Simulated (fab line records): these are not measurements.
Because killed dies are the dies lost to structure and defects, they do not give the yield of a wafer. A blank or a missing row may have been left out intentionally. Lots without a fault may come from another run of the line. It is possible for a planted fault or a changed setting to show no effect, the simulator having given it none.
fab line records | flow ritCmos
[record] lots = 15 wafers = 45 lastDay = 8
route steps=202 shown M1@189
lots that met no fault: from a run of the same line without faults
startH: hours from the record's first day to the start of the lot's first wafer shown | waitH: hours elapsed since this lot's preceding step | " as in the row above | L1.1+2: a single row standing in for several wafers | - no value, or no start was given | * or withheld: withheld | < > ~ a bound
route shown NAME@n: names a module that has steps shown in the file, with the first one's number in the route | usual: mean and standard deviation over wafers with no fault | same: alike in all rows | chamber/n: place in a boat | sites: the reading at each site | _std_site: the standard deviation of these | _edge_site: the outer-site mean with the inner-site mean subtracted | radiusMm: how far each site lies from the wafer's centre | mask NAME#n: copy n | behind: tool/chamber where the wafer was last shaped | hold: why the lot went on hold/how many hours it stayed there/how the hold came to an end | device: names the non-switching transistor (n, p or np) | end of line: the same wafers' tests at the end of the route | a step with no rows: only its recipe | killed: dies that structure and defects cost at the first sort, which is not the same as the wafer's yield | map: a wafer's dies, marking killed ones x, the rest . and places with no die _
set.NAME: the setting that was run; set.NAME@STEP: the one run at that earlier step | model.NAME: the simulator's own value behind a step, which no gauge read
route steps across a sampled set of lots; one table per step, one row per wafer
[[steps]]
[step RIT_M1_SOFTBAKE_05]
[recipe] resist = NOVOLAK tempC = 90 timeS = 61.98
[usual] exhaustPa = 44.8/0.83 heaterPowerTotalW = 34.62/0.048 plateSensorTCentreC = 90.968/0.0098 plateSensorTEdgeC = 91.019/0.011
// columns lot.wafer tool chamber startH waitH exhaustPa heaterPowerTotalW plateSensorTCentreC plateSensorTEdgeC
L482.3 lithoTrack-02 0 57.31 0.1 43.9 34.63 90.971 91.013
L482.4 " 0 " " 45.6 34.62 90.963 91.022
L482.5 " 0 " " 44.8 34.55 90.978 91.017
L483.1 lithoTrack-04 0 64.32 0.1 44.2 34.68 90.961 91.012
L483.2 " 0 " " 44.3 34.54 90.971 91.027
L483.3 " 0 " " 44.8 34.66 90.974 91.017
L484.2 lithoTrack-04 0 69.41 0.1 44.1 34.66 90.953 91.008
L484.3 " 0 " " 44.2 34.61 90.968 91.013
L484.5 " 0 " " 43.0 34.63 90.973 91.018
L485.1 lithoTrack-03 0 71.70 0.1 44.2 34.67 90.975 91.024
L485.2 " 0 " " 44.2 34.66 90.973 91.014
L485.6 " 0 " " 44.1 34.71 90.975 91.018
L487.3 lithoTrack-04 0 80.20 0.1 43.5 34.68 90.976 91.034
L487.4 " 0 " " 44.6 34.65 90.972 91.028
L487.6 " 0 " " 44.3 34.68 90.963 91.036
L488.2 lithoTrack-03 0 83.76 0.1 46.2 34.61 90.975 91.031
L488.4 " 0 " " 45.8 34.61 90.965 91.020
L488.5 " 0 " " 45.7 34.66 90.964 91.025
L490.1 lithoTrack-03 0 94.47 0.1 45.6 34.57 90.984 91.008
L490.4 " 0 " " 43.9 34.51 90.982 91.025
L490.5 " 0 " " 46.4 34.68 90.961 91.013
L491.1 lithoTrack-04 0 101.21 0.1 43.9 34.60 90.964 91.010
L491.4 " 0 " " 44.5 34.72 90.970 91.017
L491.6 " 0 " " 44.2 34.64 90.958 91.018
L493.2 lithoTrack-03 0 117.65 0.1 44.2 33.99 89.795 89.839
L493.5 " 0 " " 45.6 33.99 89.796 89.847
L493.6 " 0 " " 45.0 33.94 89.802 89.827
L495.3 lithoTrack-03 0 127.73 0.1 45.8 33.98 89.790 89.822
L495.4 " 0 " " 45.2 33.89 89.784 89.831
L495.6 " 0 " " 45.8 33.97 89.788 89.866
L497.2 lithoTrack-03 0 136.96 0.1 44.5 33.97 89.787 89.871
L497.3 " 0 " " 45.2 34.05 89.800 89.843
L497.5 " 0 " " 45.0 34.03 89.797 89.851
L499.1 lithoTrack-04 0 139.48 0.1 46.2 34.63 90.951 91.022
L499.2 " 0 " " 45.7 34.67 90.965 91.036
L499.3 " 0 " " 45.6 34.67 90.970 91.020
L501.2 lithoTrack-02 0 148.68 0.1 43.4 34.63 90.932 91.026
L501.4 " 0 " " 44.2 34.62 90.959 91.049
L501.5 " 0 " " 45.3 34.67 90.970 91.011
L503.1 lithoTrack-04 0 170.58 0.1 46.0 34.69 90.960 91.002
L503.2 " 0 " " 45.3 34.61 90.983 91.025
L503.5 " 0 " " 43.9 34.59 90.984 90.998
L504.1 lithoTrack-02 0 176.35 0.1 45.8 34.59 90.971 91.025
L504.2 " 0 " " 45.7 34.69 90.966 91.021
L504.6 " 0 " " 45.2 34.60 90.961 91.042
[step RIT_M1_PROBE_99]
[usual] killed_at_M0_to_M3 = 0.0/0.16 killedAtContacts = 0.1/0.25 killedAtFrontEnd = 7/3.2 killedDies = 7/3.2 killedOnRim = 1.8/1.6 killedOpen = 3.5/2.1 killedShort = 3.5/2.1
[same] grossDies = 264 killed_at_M4_up = 0 killedAtBackSide = 0 killedAtOther = 0
// columns lot.wafer tool chamber startH waitH killed_at_M0_to_M3 killedAtContacts killedAtFrontEnd killedDies killedOnRim killedOpen killedShort
L482.3 prober-02 - 60.77 0.2 0 0 5 5 2 1 2
L482.4 prober-02 - 60.82 0.2 0 0 6 6 1 3 3
L482.5 prober-02 - 60.87 0.2 0 0 5 5 2 1 3
L483.1 prober-01 - 67.69 0.1 0 0 4 4 0 1 3
L483.2 prober-01 - 67.74 0.1 0 0 7 7 1 3 4
L483.3 prober-01 - 67.79 0.2 1 0 9 10 1 5 5
L484.2 prober-02 - 73.03 0.1 0 0 6 6 2 3 3
L484.3 prober-02 - 73.08 0.2 0 0 9 9 1 3 6
L484.5 prober-02 - 73.18 0.2 0 0 6 6 1 2 4
L485.1 prober-01 - 75.23 0.1 0 0 8 8 3 4 4
L485.2 prober-01 - 75.28 0.1 0 0 6 6 3 3 3
L485.6 prober-01 - 75.48 0.2 0 0 4 4 1 3 1
L487.3 prober-01 - 83.66 0.2 0 0 4 4 1 3 1
L487.4 prober-01 - 83.71 0.2 0 0 4 4 0 3 1
L487.6 prober-01 - 83.81 0.2 0 0 7 7 0 5 2
L488.2 prober-02 - 89.64 0.1 0 0 7 7 2 4 3
L488.4 prober-02 - 89.74 0.2 0 0 3 3 0 2 1
L488.5 prober-02 - 89.79 0.2 0 0 5 5 1 5 0
L490.1 prober-02 - 98.66 0.1 0 0 10 10 1 4 6
L490.4 prober-02 - 98.81 0.2 0 0 5 5 2 4 1
L490.5 prober-02 - 98.86 0.2 0 0 10 10 5 3 7
L491.1 prober-01 - 104.57 0.1 0 0 9 9 3 3 6
L491.4 prober-01 - 104.72 0.2 0 0 3 3 0 1 2
L491.6 prober-01 - 104.82 0.2 0 0 2 2 1 1 1
L493.2 prober-01 - 121.08 0.1 0 0 7 7 2 3 4
L493.5 prober-01 - 121.23 0.2 0 0 2 2 1 1 1
L493.6 prober-01 - 121.28 0.2 0 0 7 7 2 3 4
L495.3 prober-02 - 131.02 0.2 0 0 11 11 2 6 5
L495.4 prober-02 - 131.07 0.2 1 0 14 15 2 10 5
L495.6 prober-02 - 131.17 0.2 0 0 10 10 3 5 5
L497.2 prober-02 - 140.22 0.1 0 0 3 3 0 1 2
L497.3 prober-02 - 140.27 0.2 0 0 9 9 3 8 1
L497.5 prober-02 - 140.37 0.2 0 0 13 13 7 7 6
L499.1 prober-02 - 142.86 0.1 0 0 13 13 4 7 6
L499.2 prober-02 - 142.91 0.1 1 1 5 7 2 3 4
L499.3 prober-02 - 142.96 0.2 0 0 12 12 5 6 6
L501.2 prober-02 - 152.10 0.1 0 0 6 6 3 5 1
L501.4 prober-02 - 152.20 0.2 0 0 7 7 0 4 3
L501.5 prober-02 - 152.25 0.2 0 0 3 3 0 1 2
L503.1 prober-02 - 174.10 0.1 0 0 5 5 0 5 0
L503.2 prober-02 - 174.15 0.1 0 0 8 8 1 6 2
L503.5 prober-02 - 174.30 0.2 0 0 7 7 1 2 5
L504.1 prober-01 - 181.02 0.1 0 0 11 11 3 5 6
L504.2 prober-01 - 181.07 0.1 0 0 9 9 2 5 4
L504.6 prober-01 - 181.27 0.2 0 0 2 2 0 2 0
// killed by level:class
L482.3 PLDD:coatMicrobubblePrinted=2 FOX2:geometricParticle:short=1 REOX:geometricParticle:open=1 SILICIDE:geometricParticle:short=1
L482.4 GATE:geometricParticle:open=2 REOX:geometricParticle:short=2 FOX2:geometricParticle:open=1 SPACER:geometricParticle:short=1
L482.5 GATE:geometricParticle:open=1 REOX:geometricParticle:short=1 SPACER:geometricParticle:short=1 SILICIDE:geometricParticle:short=1 PLDD:coatMicrobubblePrinted=1
L483.1 FOX2:geometricParticle:short=1 GATE:geometricParticle:open=1 GATE:geometricParticle:short=1 REOX:geometricParticle:short=1
L483.2 FOX1:geometricParticle:open=2 GATE:geometricParticle:short=2 FOX1:geometricParticle:short=1 GATE:geometricParticle:open=1 SPACER:geometricParticle:short=1
L483.3 GATE:geometricParticle:open=3 FOX1:geometricParticle:short=2 GATE:geometricParticle:short=2 REOX:geometricParticle:open=2 M1:geometricParticle:short=1
L484.2 FOX1:geometricParticle:short=3 FOX2:geometricParticle:open=1 GATE:geometricParticle:open=1 REOX:geometricParticle:open=1
L484.3 GATE:geometricParticle:short=3 FOX1:geometricParticle:open=2 REOX:geometricParticle:short=2 FOX2:geometricParticle:short=1 SPACER:geometricParticle:open=1
L484.5 REOX:geometricParticle:short=2 FOX1:geometricParticle:short=1 FOX1:geometricParticle:open=1 FOX2:geometricParticle:open=1 SPACER:geometricParticle:short=1
L485.1 GATE:geometricParticle:open=3 FOX1:geometricParticle:short=2 GATE:geometricParticle:short=1 SPACER:geometricParticle:open=1 SILICIDE:geometricParticle:short=1
L485.2 GATE:geometricParticle:short=2 SILICIDE:geometricParticle:open=2 SPACER:geometricParticle:open=1 SILICIDE:geometricParticle:short=1
L485.6 FOX1:geometricParticle:open=1 FOX2:geometricParticle:open=1 GATE:geometricParticle:short=1 GATE:geometricParticle:open=1
L487.3 GATE:geometricParticle:short=1 GATE:geometricParticle:open=1 REOX:geometricParticle:open=1 SPACER:geometricParticle:open=1
L487.4 REOX:geometricParticle:open=2 GATE:geometricParticle:short=1 GATE:geometricParticle:open=1
L487.6 FOX2:geometricParticle:open=2 GATE:geometricParticle:open=2 GATE:geometricParticle:short=1 SPACER:geometricParticle:short=1 SILICIDE:geometricParticle:open=1
L488.2 GATE:geometricParticle:open=4 REOX:geometricParticle:short=2 GATE:geometricParticle:short=1
L488.4 GATE:geometricParticle:open=2 GATE:geometricParticle:short=1
L488.5 FOX1:geometricParticle:open=2 FOX2:geometricParticle:open=1 GATE:geometricParticle:open=1 SPACER:geometricParticle:open=1
L490.1 SILICIDE:geometricParticle:short=4 FOX2:geometricParticle:open=2 GATE:geometricParticle:open=2 GATE:geometricParticle:short=1 SPACER:geometricParticle:short=1
L490.4 REOX:geometricParticle:open=2 FOX2:geometricParticle:short=1 GATE:geometricParticle:open=1 SILICIDE:geometricParticle:open=1
L490.5 GATE:geometricParticle:short=4 FOX1:geometricParticle:open=1 FOX2:geometricParticle:short=1 SPACER:geometricParticle:open=1 SPACER:geometricParticle:short=1 SILICIDE:geometricParticle:open=1 SILICIDE:geometricParticle:short=1
L491.1 GATE:geometricParticle:open=3 GATE:geometricParticle:short=3 FOX2:geometricParticle:short=1 REOX:geometricParticle:short=1 SILICIDE:geometricParticle:short=1
L491.4 GATE:geometricParticle:short=2 FOX1:geometricParticle:open=1
L491.6 FOX2:geometricParticle:open=1 SILICIDE:geometricParticle:short=1
L493.2 FOX1:geometricParticle:open=2 GATE:geometricParticle:short=2 FOX1:geometricParticle:short=1 FOX2:geometricParticle:short=1 GATE:geometricParticle:open=1
L493.5 GATE:geometricParticle:open=1 GATE:geometricParticle:short=1
L493.6 FOX1:geometricParticle:open=2 FOX1:geometricParticle:short=1 FOX2:geometricParticle:short=1 GATE:geometricParticle:short=1 GATE:geometricParticle:open=1 SPACER:geometricParticle:short=1
L495.3 GATE:geometricParticle:short=3 GATE:geometricParticle:open=2 REOX:geometricParticle:open=2 REOX:geometricParticle:short=2 FOX1:geometricParticle:open=1 SILICIDE:geometricParticle:open=1
L495.4 GATE:geometricParticle:open=3 SPACER:geometricParticle:open=3 GATE:geometricParticle:short=2 REOX:geometricParticle:short=2 FOX1:geometricParticle:open=1 REOX:geometricParticle:open=1 SPACER:geometricParticle:short=1 SILICIDE:geometricParticle:open=1
L495.6 GATE:geometricParticle:short=4 GATE:geometricParticle:open=2 REOX:geometricParticle:open=2 FOX2:geometricParticle:open=1 SPACER:geometricParticle:short=1
L497.2 FOX1:geometricParticle:short=1 REOX:geometricParticle:short=1 SILICIDE:geometricParticle:open=1
L497.3 FOX1:geometricParticle:open=3 GATE:geometricParticle:open=2 REOX:geometricParticle:open=2 SPACER:geometricParticle:short=1 SILICIDE:geometricParticle:open=1
L497.5 GATE:geometricParticle:open=3 SILICIDE:geometricParticle:short=3 GATE:geometricParticle:short=2 FOX1:geometricParticle:open=1 FOX2:geometricParticle:open=1 FOX2:geometricParticle:short=1 REOX:geometricParticle:open=1 SILICIDE:geometricParticle:open=1
L499.1 GATE:geometricParticle:short=4 SPACER:geometricParticle:open=3 FOX1:geometricParticle:open=2 FOX1:geometricParticle:short=1 FOX2:geometricParticle:open=1 GATE:geometricParticle:open=1 SPACER:geometricParticle:short=1
L499.2 GATE:geometricParticle:short=3 FOX1:geometricParticle:short=1 SPACER:geometricParticle:open=1 CONTACT:geometricParticle:open=1 M1:geometricParticle:open=1
L499.3 FOX1:geometricParticle:open=4 GATE:geometricParticle:short=2 FOX1:geometricParticle:short=1 FOX2:geometricParticle:open=1 FOX2:geometricParticle:short=1 REOX:geometricParticle:short=1 SPACER:geometricParticle:open=1 SPACER:geometricParticle:short=1
L501.2 GATE:geometricParticle:open=3 FOX1:geometricParticle:open=1 SPACER:geometricParticle:open=1 SILICIDE:geometricParticle:short=1
L501.4 GATE:geometricParticle:open=3 GATE:geometricParticle:short=2 SPACER:geometricParticle:short=1 SPACER:geometricParticle:open=1
L501.5 FOX1:geometricParticle:short=2 FOX1:geometricParticle:open=1
L503.1 FOX2:geometricParticle:open=4 SPACER:geometricParticle:open=1
L503.2 FOX1:geometricParticle:open=3 GATE:geometricParticle:open=2 FOX1:geometricParticle:short=1 FOX2:geometricParticle:open=1 REOX:geometricParticle:short=1
L503.5 SILICIDE:geometricParticle:short=2 FOX2:geometricParticle:open=1 FOX2:geometricParticle:short=1 GATE:geometricParticle:open=1 GATE:geometricParticle:short=1 REOX:geometricParticle:short=1
L504.1 GATE:geometricParticle:open=3 GATE:geometricParticle:short=2 FOX1:geometricParticle:short=1 REOX:geometricParticle:open=1 REOX:geometricParticle:short=1 SPACER:geometricParticle:short=1 SILICIDE:geometricParticle:short=1 SILICIDE:geometricParticle:open=1
L504.2 FOX2:geometricParticle:open=2 GATE:geometricParticle:short=2 SILICIDE:geometricParticle:open=2 GATE:geometricParticle:open=1 REOX:geometricParticle:short=1 SILICIDE:geometricParticle:short=1
L504.6 REOX:geometricParticle:open=1 SPACER:geometricParticle:open=1
[[key]]
[firstSign] step = RIT_M1_SOFTBAKE_05 reading = plateSensorTCentreC direction = down sigmas = 99+ usual = 90.968 struck = 89.793
[effect] step = RIT_M1_SOFTBAKE_05 reading = plateSensorTEdgeC direction = down sigmas = 99+ usual = 91.019 struck = 89.844
metAt RIT_M1_SOFTBAKE_05
struckLots L493,L495,L497
testerLeftOut L493,L495,L497
[loopTrim] step = RIT_M1_EXPOSE_06 setting = dose lots = L497
onsetBetween 94.47 117.65
[earlierFault] kind = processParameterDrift tool = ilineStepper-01 chamber = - onsetH = 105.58 steps = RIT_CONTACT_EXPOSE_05 channel = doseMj offset = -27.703 shape = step actsIn = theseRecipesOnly stated = 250
[earlierFault] kind = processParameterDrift tool = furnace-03 chamber = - onsetH = 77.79 steps = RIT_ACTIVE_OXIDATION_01 channel = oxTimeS offset = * shape = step endH = 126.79 actsIn = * stated = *
[fault] kind = processParameterDrift tool = lithoTrack-03 chamber = - onsetH = 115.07 steps = RIT_M1_SOFTBAKE_05 channel = tempC offset = * shape = step actsIn = * stated = *
// testerLeftOut: of these lots the tester's yield and bins aren't shown, on N5 and GAA mostly nor the transistor test; their killed dies are dies lost to structure and defects alone, not to doping, threshold or leakage, so they don't give the yield
// loopTrim: a control loop set the setting to another value than it would have without faults
